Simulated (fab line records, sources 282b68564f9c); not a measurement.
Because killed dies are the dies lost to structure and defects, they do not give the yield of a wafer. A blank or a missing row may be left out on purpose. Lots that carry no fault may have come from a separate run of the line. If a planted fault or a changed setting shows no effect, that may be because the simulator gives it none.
Lot-split experiment :: flow ritCmos :: 23 wafers read from 5 lots, route of 202 steps

== THE SPLIT ==
At RIT_GATE_DEVELOP_15 (develop time 50 s), the setting devTempC was moved away from the recipe's 23 C on 8 of the 23 wafers read, by -11.0% to +11.7%. For the rest of the wafers, this setting stayed at what the recipe calls for.

== FROM THE SPLIT TO THE READING: what the file shows between them, 5 steps ==
- RIT_REOX_OXIDATION_03: target thk 25.2 nm, ox time 5580 s (also split here: oxTimeS)
- RIT_PLDD_COAT_01: resist thk 1000 nm (also split here: spinRpm)
- RIT_NSD_IMPLANT_08 (also split here: energyKev)
- RIT_NSD_STRIP_09: strips in O2, time 180 s
- RIT_NSD_TW_MEAS_10

== THE READING ==
etest.pmos_0p3.rOnOhmUm (the simulator's own value, which no gauge read), at RIT_M1_PROBE_99. The file gives no usual value for it. Here, 15 wafers ran the recipe; their average is 6200 with a standard deviation of 2.1e+02.

wafer: L075.4
tool, chamber at the split: lithoTrack-03, 0
devTempC as run, C: 23
against the recipe: recipe
etest.pmos_0p3.rOnOhmUm: 5984
against lot-mates on the recipe: -

wafer: L075.5
tool, chamber at the split: lithoTrack-03, 0
devTempC as run, C: 23
against the recipe: recipe
etest.pmos_0p3.rOnOhmUm: 6214
against lot-mates on the recipe: -

wafer: L075.6
tool, chamber at the split: lithoTrack-03, 0
devTempC as run, C: 23
against the recipe: recipe
etest.pmos_0p3.rOnOhmUm: 6197
against lot-mates on the recipe: -

wafer: L078.1
tool, chamber at the split: lithoTrack-02, 0
devTempC as run, C: 20.46
against the recipe: -11.0%
etest.pmos_0p3.rOnOhmUm: 5633
against lot-mates on the recipe: -448

wafer: L078.3
tool, chamber at the split: lithoTrack-02, 0
devTempC as run, C: 23
against the recipe: recipe
etest.pmos_0p3.rOnOhmUm: 6118
against lot-mates on the recipe: -

wafer: L078.4
tool, chamber at the split: lithoTrack-02, 0
devTempC as run, C: 23
against the recipe: recipe
etest.pmos_0p3.rOnOhmUm: 6045
against lot-mates on the recipe: -

wafer: L078.5
tool, chamber at the split: lithoTrack-02, 0
devTempC as run, C: 20.46
against the recipe: -11.0%
etest.pmos_0p3.rOnOhmUm: 5798
against lot-mates on the recipe: -284

wafer: L078.6
tool, chamber at the split: lithoTrack-02, 0
devTempC as run, C: 20.46
against the recipe: -11.0%
etest.pmos_0p3.rOnOhmUm: 5658
against lot-mates on the recipe: -424

wafer: L081.1
tool, chamber at the split: lithoTrack-04, 0
devTempC as run, C: 24.64
against the recipe: +7.1%
etest.pmos_0p3.rOnOhmUm: 6500
against lot-mates on the recipe: +83

wafer: L081.2
tool, chamber at the split: lithoTrack-04, 0
devTempC as run, C: 24.64
against the recipe: +7.1%
etest.pmos_0p3.rOnOhmUm: 6603
against lot-mates on the recipe: +186

wafer: L081.4
tool, chamber at the split: lithoTrack-04, 0
devTempC as run, C: 23
against the recipe: recipe
etest.pmos_0p3.rOnOhmUm: 6378
against lot-mates on the recipe: -

wafer: L081.5
tool, chamber at the split: lithoTrack-04, 0
devTempC as run, C: 24.64
against the recipe: +7.1%
etest.pmos_0p3.rOnOhmUm: 6612
against lot-mates on the recipe: +195

wafer: L081.6
tool, chamber at the split: lithoTrack-04, 0
devTempC as run, C: 23
against the recipe: recipe
etest.pmos_0p3.rOnOhmUm: 6456
against lot-mates on the recipe: -

wafer: L083.1
tool, chamber at the split: lithoTrack-02, 0
devTempC as run, C: 23
against the recipe: recipe
etest.pmos_0p3.rOnOhmUm: 6394
against lot-mates on the recipe: -

wafer: L083.2
tool, chamber at the split: lithoTrack-02, 0
devTempC as run, C: 23
against the recipe: recipe
etest.pmos_0p3.rOnOhmUm: 6318
against lot-mates on the recipe: -

wafer: L083.3
tool, chamber at the split: lithoTrack-02, 0
devTempC as run, C: 23
against the recipe: recipe
etest.pmos_0p3.rOnOhmUm: 6455
against lot-mates on the recipe: -

wafer: L083.4
tool, chamber at the split: lithoTrack-02, 0
devTempC as run, C: 23
against the recipe: recipe
etest.pmos_0p3.rOnOhmUm: 6358
against lot-mates on the recipe: -

wafer: L083.6
tool, chamber at the split: lithoTrack-02, 0
devTempC as run, C: 23
against the recipe: recipe
etest.pmos_0p3.rOnOhmUm: 6406
against lot-mates on the recipe: -

wafer: L085.1
tool, chamber at the split: lithoTrack-04, 0
devTempC as run, C: 23
against the recipe: recipe
etest.pmos_0p3.rOnOhmUm: 5868
against lot-mates on the recipe: -

wafer: L085.2
tool, chamber at the split: lithoTrack-04, 0
devTempC as run, C: 25.69
against the recipe: +11.7%
etest.pmos_0p3.rOnOhmUm: 6139
against lot-mates on the recipe: +244

wafer: L085.4
tool, chamber at the split: lithoTrack-04, 0
devTempC as run, C: 23
against the recipe: recipe
etest.pmos_0p3.rOnOhmUm: 5914
against lot-mates on the recipe: -

wafer: L085.5
tool, chamber at the split: lithoTrack-04, 0
devTempC as run, C: 25.69
against the recipe: +11.7%
etest.pmos_0p3.rOnOhmUm: 6281
against lot-mates on the recipe: +386

wafer: L085.6
tool, chamber at the split: lithoTrack-04, 0
devTempC as run, C: 23
against the recipe: recipe
etest.pmos_0p3.rOnOhmUm: 5902
against lot-mates on the recipe: -

THE FIT
A straight line over all 23 wafers: etest.pmos_0p3.rOnOhmUm changes by +31.9 for each +1% of devTempC; r = +0.66; the points scatter about the line by 2.2e+02.
The same after taking each lot's own level away (the mean of its wafers on the recipe; 23 wafers): +29.9 for each +1%; r = +0.94; scatter 68.
The reading moves by 3.5e+02 for the largest change in devTempC, on that fit.
The lots' own levels span 5894.7 to 6417.0, that is 2.5 times the standard deviation above.
So the lot-to-lot level blurs the effect unless lot-mates are compared.
Check: +354 against its lot-mates is what the line predicts for one of the wafers moved furthest among these (+11.7%) when that wafer is left out of the fit. It came out at +244 against them.

== FURTHER SPLITS ON THESE WAFERS ==
These wafers also went through other splits before the reading. Each is held against what the fit with the lots' levels taken away leaves over:
other split on the same wafers: RIT_ACTIVE_CVD_03 nh3FlowSccm
wafers away from the commonest value: 15
r with etest.pmos_0p3.rOnOhmUm (lot level and that fit taken away): +0.06

other split on the same wafers: RIT_ACTIVE_ETCH_13 overEtchFrac
wafers away from the commonest value: 11
r with etest.pmos_0p3.rOnOhmUm (lot level and that fit taken away): +0.14

other split on the same wafers: RIT_FOX2_OXIDATION_00 tempC
wafers away from the commonest value: 18
r with etest.pmos_0p3.rOnOhmUm (lot level and that fit taken away): -0.06

other split on the same wafers: RIT_NWELL_IMPLANT_08 energyKev
wafers away from the commonest value: 8
r with etest.pmos_0p3.rOnOhmUm (lot level and that fit taken away): +0.11

other split on the same wafers: RIT_PWELL_SOFTBAKE_02 tempC
wafers away from the commonest value: 12
r with etest.pmos_0p3.rOnOhmUm (lot level and that fit taken away): +0.30

other split on the same wafers: RIT_NRETRO_COAT_01 resistThkNm
wafers away from the commonest value: 8
r with etest.pmos_0p3.rOnOhmUm (lot level and that fit taken away): +0.13

other split on the same wafers: RIT_NRETRO_SOFTBAKE_02 timeS
wafers away from the commonest value: 5
r with etest.pmos_0p3.rOnOhmUm (lot level and that fit taken away): +0.16

other split on the same wafers: RIT_PRETRO_IMPLANT_08 tiltDeg
wafers away from the commonest value: 6
r with etest.pmos_0p3.rOnOhmUm (lot level and that fit taken away): -0.05

other split on the same wafers: RIT_GATE_CLEAN_01 timeS
wafers away from the commonest value: 15
r with etest.pmos_0p3.rOnOhmUm (lot level and that fit taken away): -0.01

other split on the same wafers: RIT_REOX_OXIDATION_03 oxTimeS
wafers away from the commonest value: 10
r with etest.pmos_0p3.rOnOhmUm (lot level and that fit taken away): +0.09

other split on the same wafers: RIT_PLDD_COAT_01 spinRpm
wafers away from the commonest value: 9
r with etest.pmos_0p3.rOnOhmUm (lot level and that fit taken away): +0.00

other split on the same wafers: RIT_NSD_IMPLANT_08 energyKev
wafers away from the commonest value: 7
r with etest.pmos_0p3.rOnOhmUm (lot level and that fit taken away): -0.05

== THE WHOLE CHAIN: every reading that the file lists as answering this split, in the file's order ==
step: RIT_M1_PROBE_99
what it does: 
reading: etest.pmosTurned.rOnOhmUm (the simulator's own value, which no gauge read)
change (the file's fit): +33.4 for each +1% of the setting
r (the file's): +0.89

step: RIT_M1_PROBE_99
what it does: 
reading: etest.pmos_0p15.rOnOhmUm (the simulator's own value, which no gauge read)
change (the file's fit): +33.6 for each +1% of the setting
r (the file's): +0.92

step: RIT_M1_PROBE_99
what it does: 
reading: etest.pmos_0p3.rOnOhmUm (the simulator's own value, which no gauge read)
change (the file's fit): +29.2 for each +1% of the setting
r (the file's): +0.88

== FILE'S OWN FIT ==
etest.pmos_0p3.rOnOhmUm changes by +29.2 for each +1% of devTempC, r = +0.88.
